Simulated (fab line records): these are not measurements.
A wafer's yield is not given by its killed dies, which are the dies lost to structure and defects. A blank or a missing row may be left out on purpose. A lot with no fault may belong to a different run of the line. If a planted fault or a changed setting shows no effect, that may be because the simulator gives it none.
Which tool is to blame?	flow rit cmos	Sampling: 14 lots, 42 wafers, 3 of 202 route steps

== WHAT THE GAUGES READ, wafer by wafer ==
RIT_M1_RS_MEAS_01: measures by four-point-probe.
lot	measured	on	M1_AL_RS (ohm/sq)
L264	day 3 06:10	film metro-04	0.0745 0.0749 0.0745
L265	day 3 10:16	film metro-02	0.0739 0.0735 0.0736
L266	day 3 14:55	film metro-02	0.0746 0.0748 0.0744
L267	day 3 20:00	film metro-02	0.0727 0.0734 0.0740
L268	day 4 02:25	film metro-04	0.0739 0.0748 0.0739
L269	day 4 06:44	film metro-02	0.0730 0.0720 0.0727
L270	day 4 11:16	film metro-04	0.0725 0.0734 0.0746
L271	day 4 15:37	film metro-04	0.0740 0.0745 0.0741
L272	day 4 22:49	film metro-02	0.0729 0.0721 0.0735
L274	day 5 06:29	film metro-01	0.0719 0.0729 0.0723
L276	day 5 19:53	film metro-02	0.0718 0.0724 0.0727
L280	day 6 13:56	film metro-02	0.0600 0.0730 0.0742 0.0602 0.0730 0.0741
L282	day 7 00:13	film metro-02	0.0611 0.0748 0.0744 0.0612 0.0750 0.0744
L287	day 7 23:36	film metro-02	0.0732 0.0722 0.0723

RIT_M1_THK_MEAS_02: measures by xrf.
lot	measured	on	M1_AL_THK (nm)
L264	day 3 06:16	film metro-04	386 382 388
L265	day 3 10:22	film metro-02	386 388 386
L266	day 3 15:02	film metro-02	383 383 383
L267	day 3 20:07	film metro-02	390 393 382
L268	day 4 02:31	film metro-04	391 386 390
L269	day 4 06:52	film metro-02	391 394 394
L270	day 4 11:22	film metro-04	396 393 385
L271	day 4 15:44	film metro-04	391 385 388
L272	day 4 22:55	film metro-02	391 397 390
L274	day 5 06:36	film metro-01	398 394 394
L276	day 5 19:59	film metro-02	400 395 394
L280	day 6 20:47	film metro-02	475 394 385 473 394 384
L282	day 7 04:02	film metro-02	464 383 385 467 383 384
L287	day 7 23:43	film metro-02	391 396 395

== WHICH TOOL RAN EACH LOT (tool, then ch and the chambers of the sampled wafers, then the start) ==
lot	RIT_M1_SPUTTER_00
L264	pvd sputter-03, day 3 05:50
L265	pvd sputter-04, day 3 09:56
L266	pvd sputter-03, day 3 14:37
L267	pvd sputter-04, day 3 19:43
L268	pvd sputter-03, day 4 02:05
L269	pvd sputter-04, day 4 06:26
L270	pvd sputter-01, day 4 10:56
L271	pvd sputter-04, day 4 15:19
L272	pvd sputter-04, day 4 22:30
L274	pvd sputter-04, day 5 06:11
L276	pvd sputter-04, day 5 19:32
L280	pvd sputter-03, day 6 13:38
L282	pvd sputter-03, day 6 23:52
L287	pvd sputter-04, day 7 23:17
- RIT_M1_SPUTTER_00: material Al, target thk 400 nm, time 500 s.

== AS READ BY THE TOOLS THEMSELVES (means over the sampled wafers that have a number; for cases with no such wafer, the mark the record gives instead) ==
RIT_M1_SPUTTER_00.
lot	tool	substrate temp c (C)	throttle valve pct (%)
L264	pvd sputter-03	25.15	29.9
L265	pvd sputter-04	25.04	30.2
L266	pvd sputter-03	25.00	29.4
L267	pvd sputter-04	24.97	30.8
L268	pvd sputter-03	25.00	30.1
L269	pvd sputter-04	24.85	30.9
L270	pvd sputter-01	25.06	29.8
L271	pvd sputter-04	24.90	29.5
L272	pvd sputter-04	24.96	30.4
L274	pvd sputter-04	25.00	30.2
L276	pvd sputter-04	25.05	30.6
L280	pvd sputter-03	24.99	30.1
L282	pvd sputter-03	25.13	30.4
L287	pvd sputter-04	25.04	30.3

== THE ANSWER, worked out from the rows above alone ==
Rule: the usual values come from the lots themselves. The widest of any qualifying gaps counts: lots, ordered by their means at a reading, are off when they make up no more than a third of the lots, leave a main group of 4 or more, and stand apart from it by 3 or more times the standard deviation of that group's means. A main group is skipped when, at the precision printed for the reading in the tables above, its means are all equal. A lot without any number at a reading at which 4 lots or more have one is off too. The other lots that the step has rows for count as sound. After the gauges, taken in route order, come the tools' own readings; for these a lot's mean is taken, as printed above. The first step at which some lot is off is used, and at that step the reading that is off furthest; a lot without a number counts as furthest.
Off: L280, L282, at RIT_M1_THK_MEAS_02 (M1_AL_THK). For the main group the mean is 390 nm and the standard deviation 4.
If a tool, at a process step before that reading, ran all the lots that are off and no sound lot after the first of them, it fits. Gauges at RIT_M1_THK_MEAS_02: tried the same way as those tools. One candidate fits, namely pvd sputter-03 at RIT_M1_SPUTTER_00. Its last sound lot is L268 (day 4 02:05), its first lot that is off L280 (day 6 13:38): a fault that began between those two fits.

== WHAT THE SIMULATOR HAD PUT IN ==
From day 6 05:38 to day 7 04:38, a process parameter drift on pvd sputter-03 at RIT_M1_SPUTTER_00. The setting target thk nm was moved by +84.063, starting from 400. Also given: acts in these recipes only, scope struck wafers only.
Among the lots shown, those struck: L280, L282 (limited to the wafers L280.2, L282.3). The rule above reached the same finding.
